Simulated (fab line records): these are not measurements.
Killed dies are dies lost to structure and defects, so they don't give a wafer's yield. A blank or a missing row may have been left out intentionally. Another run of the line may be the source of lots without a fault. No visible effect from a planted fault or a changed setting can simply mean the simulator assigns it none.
Matching of chambers :: flow berkeley_cmos170 :: 4 sister chambers for UCB170_ZERO_ETCH_06 on rie_diel-01
The step etches SiO2 in CHF3/CF4/Ar, time 12 s. 20 wafers are shown with their chamber, then 10 later ones without.

## EACH WAFER AND ITS CHAMBER
wafer: L570.1
chamber: 1
throttle_valve_pct (%): 9.16
drypump_motor_current_A (A): 5.1
oes_product_au (a.u.): 0.623

wafer: L570.3
chamber: 3
throttle_valve_pct (%): 9.51
drypump_motor_current_A (A): 5.7
oes_product_au (a.u.): 0.596

wafer: L570.6
chamber: 3
throttle_valve_pct (%): 9.54
drypump_motor_current_A (A): 5.8
oes_product_au (a.u.): 0.600

wafer: L572.1
chamber: 2
throttle_valve_pct (%): 9.42
drypump_motor_current_A (A): 5.9
oes_product_au (a.u.): 0.612

wafer: L572.4
chamber: 3
throttle_valve_pct (%): 9.53
drypump_motor_current_A (A): 5.8
oes_product_au (a.u.): 0.595

wafer: L572.6
chamber: 2
throttle_valve_pct (%): 9.42
drypump_motor_current_A (A): 5.9
oes_product_au (a.u.): 0.612

wafer: L574.3
chamber: 2
throttle_valve_pct (%): 9.39
drypump_motor_current_A (A): 5.9
oes_product_au (a.u.): 0.603

wafer: L574.4
chamber: 1
throttle_valve_pct (%): 9.15
drypump_motor_current_A (A): 5.2
oes_product_au (a.u.): 0.624

wafer: L574.5
chamber: 0
throttle_valve_pct (%): 9.55
drypump_motor_current_A (A): 4.9
oes_product_au (a.u.): 0.608

wafer: L576.2
chamber: 2
throttle_valve_pct (%): 9.42
drypump_motor_current_A (A): 5.9
oes_product_au (a.u.): 0.605

wafer: L576.3
chamber: 1
throttle_valve_pct (%): 9.16
drypump_motor_current_A (A): 5.2
oes_product_au (a.u.): 0.621

wafer: L576.5
chamber: 3
throttle_valve_pct (%): 9.52
drypump_motor_current_A (A): 5.7
oes_product_au (a.u.): 0.602

wafer: L578.1
chamber: 1
throttle_valve_pct (%): 9.15
drypump_motor_current_A (A): 5.1
oes_product_au (a.u.): 0.619

wafer: L578.3
chamber: 3
throttle_valve_pct (%): 9.52
drypump_motor_current_A (A): 5.7
oes_product_au (a.u.): 0.596

wafer: L578.4
chamber: 2
throttle_valve_pct (%): 9.41
drypump_motor_current_A (A): 5.9
oes_product_au (a.u.): 0.615

wafer: L580.2
chamber: 2
throttle_valve_pct (%): 9.43
drypump_motor_current_A (A): 5.9
oes_product_au (a.u.): 0.614

wafer: L580.3
chamber: 1
throttle_valve_pct (%): 9.18
drypump_motor_current_A (A): 5.2
oes_product_au (a.u.): 0.617

wafer: L580.6
chamber: 3
throttle_valve_pct (%): 9.52
drypump_motor_current_A (A): 5.7
oes_product_au (a.u.): 0.599

wafer: L584.1
chamber: 1
throttle_valve_pct (%): 9.16
drypump_motor_current_A (A): 5.1
oes_product_au (a.u.): 0.631

wafer: L584.3
chamber: 3
throttle_valve_pct (%): 9.53
drypump_motor_current_A (A): 5.8
oes_product_au (a.u.): 0.601

SIGNATURES, as means of the wafers listed above
reading: throttle_valve_pct
chamber 0: 9.5500
chamber 1: 9.1600
chamber 2: 9.4150
chamber 3: 9.5243
scatter within a chamber: 0.0115

reading: drypump_motor_current_A
chamber 0: 4.900
chamber 1: 5.150
chamber 2: 5.900
chamber 3: 5.743
scatter within a chamber: 0.0448

reading: oes_product_au
chamber 0: 0.60800
chamber 1: 0.62250
chamber 2: 0.61017
chamber 3: 0.59843
scatter within a chamber: 0.00424
Rule: a wafer lies at a distance from a chamber equal to the root of the sum of squares, over the readings, of (its reading less the chamber's mean, divided by the reading's scatter). The wafer belongs to the nearest chamber; if the next one is less than 2 further off, it can't be placed. The scatter: the root of (the sum of the squares of (reading less its chamber's mean) over the shown wafers, divided by (wafers less chambers)).

## WAFERS WITH NO CHAMBER GIVEN
wafer: L584.6
throttle_valve_pct (%): 9.55
drypump_motor_current_A (A): 4.9
oes_product_au (a.u.): 0.613

wafer: L587.1
throttle_valve_pct (%): 9.42
drypump_motor_current_A (A): 5.9
oes_product_au (a.u.): 0.609

wafer: L587.2
throttle_valve_pct (%): 9.54
drypump_motor_current_A (A): 4.9
oes_product_au (a.u.): 0.611

wafer: L587.3
throttle_valve_pct (%): 9.16
drypump_motor_current_A (A): 5.1
oes_product_au (a.u.): 0.623

wafer: L589.1
throttle_valve_pct (%): 9.53
drypump_motor_current_A (A): 5.8
oes_product_au (a.u.): 0.599

wafer: L589.2
throttle_valve_pct (%): 9.53
drypump_motor_current_A (A): 4.9
oes_product_au (a.u.): 0.611

wafer: L589.3
throttle_valve_pct (%): 9.16
drypump_motor_current_A (A): 5.2
oes_product_au (a.u.): 0.623

wafer: L592.2
throttle_valve_pct (%): 9.41
drypump_motor_current_A (A): 5.9
oes_product_au (a.u.): 0.605

wafer: L592.4
throttle_valve_pct (%): 9.18
drypump_motor_current_A (A): 5.1
oes_product_au (a.u.): 0.615

wafer: L592.5
throttle_valve_pct (%): 9.42
drypump_motor_current_A (A): 5.9
oes_product_au (a.u.): 0.605

## WHICH CHAMBER EACH WENT THROUGH
wafer: L584.6
from the rows above: 0
in truth: 0

wafer: L587.1
from the rows above: 2
in truth: 2

wafer: L587.2
from the rows above: 0
in truth: 0

wafer: L587.3
from the rows above: 1
in truth: 1

wafer: L589.1
from the rows above: 3
in truth: 3

wafer: L589.2
from the rows above: 0
in truth: 0

wafer: L589.3
from the rows above: 1
in truth: 1

wafer: L592.2
from the rows above: 2
in truth: 2

wafer: L592.4
from the rows above: 1
in truth: 1

wafer: L592.5
from the rows above: 2
in truth: 2
Correctly placed: 10 of 10. Left unplaced by these rows: 0. Wrongly placed: 0.
